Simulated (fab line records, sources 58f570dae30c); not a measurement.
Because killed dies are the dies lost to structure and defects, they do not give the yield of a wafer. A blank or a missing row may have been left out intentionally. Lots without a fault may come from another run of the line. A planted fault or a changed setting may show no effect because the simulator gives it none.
Split-lot experiment :: flow berkeley-cmos170 :: 23 wafers read across 5 lots, on a route 331 steps long

THE SPLIT
At UCB170_WELLDRIVE_OXIDATION_01 (target thk 199 nm, ox time 9000 s), the setting temp-c was moved away from the recipe's 1100 C on 15 of the 23 wafers read, by +1.9% to +2.4%. This setting was run at the recipe's value on the other wafers.

Split to reading: the file shows no intervening step.

THE READING
At UCB170_WELLDRIVE_THK_MEAS_02: WELLDRIVE_OXIDE_THK, given in nm. A value of 198 nm with a standard deviation of 3.4 nm is what fault-free wafers of this fab line usually give.

wafer: L079.1
tool, chamber at the split: -, -
temp-c as run, C: 1124
against the recipe: +2.2%
WELLDRIVE_OXIDE_THK, nm: 222
against lot-mates on the recipe: no lot-mate on the recipe

wafer: L079.2
tool, chamber at the split: -, -
temp-c as run, C: 1124
against the recipe: +2.2%
WELLDRIVE_OXIDE_THK, nm: 226
against lot-mates on the recipe: no lot-mate on the recipe

wafer: L079.4
tool, chamber at the split: -, -
temp-c as run, C: 1124
against the recipe: +2.2%
WELLDRIVE_OXIDE_THK, nm: 224
against lot-mates on the recipe: no lot-mate on the recipe

wafer: L079.5
tool, chamber at the split: -, -
temp-c as run, C: 1124
against the recipe: +2.2%
WELLDRIVE_OXIDE_THK, nm: 224
against lot-mates on the recipe: no lot-mate on the recipe

wafer: L079.6
tool, chamber at the split: -, -
temp-c as run, C: 1124
against the recipe: +2.2%
WELLDRIVE_OXIDE_THK, nm: 222
against lot-mates on the recipe: no lot-mate on the recipe

wafer: L080.1
tool, chamber at the split: -, -
temp-c as run, C: 1100
against the recipe: recipe
WELLDRIVE_OXIDE_THK, nm: 195
against lot-mates on the recipe: -

wafer: L080.2
tool, chamber at the split: -, -
temp-c as run, C: 1100
against the recipe: recipe
WELLDRIVE_OXIDE_THK, nm: 195
against lot-mates on the recipe: -

wafer: L080.3
tool, chamber at the split: -, -
temp-c as run, C: 1100
against the recipe: recipe
WELLDRIVE_OXIDE_THK, nm: 201
against lot-mates on the recipe: -

wafer: L080.5
tool, chamber at the split: -, -
temp-c as run, C: 1100
against the recipe: recipe
WELLDRIVE_OXIDE_THK, nm: 193
against lot-mates on the recipe: -

wafer: L080.6
tool, chamber at the split: -, -
temp-c as run, C: 1100
against the recipe: recipe
WELLDRIVE_OXIDE_THK, nm: 200
against lot-mates on the recipe: -

wafer: L081.2
tool, chamber at the split: -, -
temp-c as run, C: 1126
against the recipe: +2.4%
WELLDRIVE_OXIDE_THK, nm: 223
against lot-mates on the recipe: no lot-mate on the recipe

wafer: L081.3
tool, chamber at the split: -, -
temp-c as run, C: 1126
against the recipe: +2.4%
WELLDRIVE_OXIDE_THK, nm: 223
against lot-mates on the recipe: no lot-mate on the recipe

wafer: L081.4
tool, chamber at the split: -, -
temp-c as run, C: 1126
against the recipe: +2.4%
WELLDRIVE_OXIDE_THK, nm: 225
against lot-mates on the recipe: no lot-mate on the recipe

wafer: L081.5
tool, chamber at the split: -, -
temp-c as run, C: 1126
against the recipe: +2.4%
WELLDRIVE_OXIDE_THK, nm: 226
against lot-mates on the recipe: no lot-mate on the recipe

wafer: L081.6
tool, chamber at the split: -, -
temp-c as run, C: 1126
against the recipe: +2.4%
WELLDRIVE_OXIDE_THK, nm: 223
against lot-mates on the recipe: no lot-mate on the recipe

wafer: L083.3
tool, chamber at the split: furnace-02, 0
temp-c as run, C: 1100
against the recipe: recipe
WELLDRIVE_OXIDE_THK, nm: 195
against lot-mates on the recipe: -

wafer: L083.5
tool, chamber at the split: furnace-02, 0
temp-c as run, C: 1100
against the recipe: recipe
WELLDRIVE_OXIDE_THK, nm: 199
against lot-mates on the recipe: -

wafer: L083.6
tool, chamber at the split: furnace-02, 0
temp-c as run, C: 1100
against the recipe: recipe
WELLDRIVE_OXIDE_THK, nm: 201
against lot-mates on the recipe: -

wafer: L085.2
tool, chamber at the split: -, -
temp-c as run, C: 1121
against the recipe: +1.9%
WELLDRIVE_OXIDE_THK, nm: 221
against lot-mates on the recipe: no lot-mate on the recipe

wafer: L085.3
tool, chamber at the split: -, -
temp-c as run, C: 1121
against the recipe: +1.9%
WELLDRIVE_OXIDE_THK, nm: 220
against lot-mates on the recipe: no lot-mate on the recipe

wafer: L085.4
tool, chamber at the split: -, -
temp-c as run, C: 1121
against the recipe: +1.9%
WELLDRIVE_OXIDE_THK, nm: 220
against lot-mates on the recipe: no lot-mate on the recipe

wafer: L085.5
tool, chamber at the split: -, -
temp-c as run, C: 1121
against the recipe: +1.9%
WELLDRIVE_OXIDE_THK, nm: 222
against lot-mates on the recipe: no lot-mate on the recipe

wafer: L085.6
tool, chamber at the split: -, -
temp-c as run, C: 1121
against the recipe: +1.9%
WELLDRIVE_OXIDE_THK, nm: 222
against lot-mates on the recipe: no lot-mate on the recipe

FIT RESULTS
A straight line over all 23 wafers: WELLDRIVE_OXIDE_THK changes by +11.7 nm for each +1% of temp-c; r = +0.98; the points scatter about the line by 2.3 nm.
Too few moved wafers have a lot-mate on the recipe to fit a line with each lot's own level taken away.

THE WHOLE CHAIN: every reading that the file lists as answering this split, in the file's order
step: UCB170_WELLDRIVE_OXIDATION_01
what it does: target thk 199 nm, ox time 9000 s
reading: SiO2_of_WELLDRIVE_OXIDATION_01.thk-nm (the simulator's own value, which no gauge read)
change (the file's fit): +11.8 nm for each +1% of the setting
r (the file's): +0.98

step: UCB170_WELLDRIVE_THK_MEAS_02
what it does: 
reading: WELLDRIVE_OXIDE_THK
change (the file's fit): +11.8 for each +1% of the setting
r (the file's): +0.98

THE FILE'S OWN FIT
WELLDRIVE_OXIDE_THK changes by +11.8 nm for each +1% of temp-c, r = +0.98.
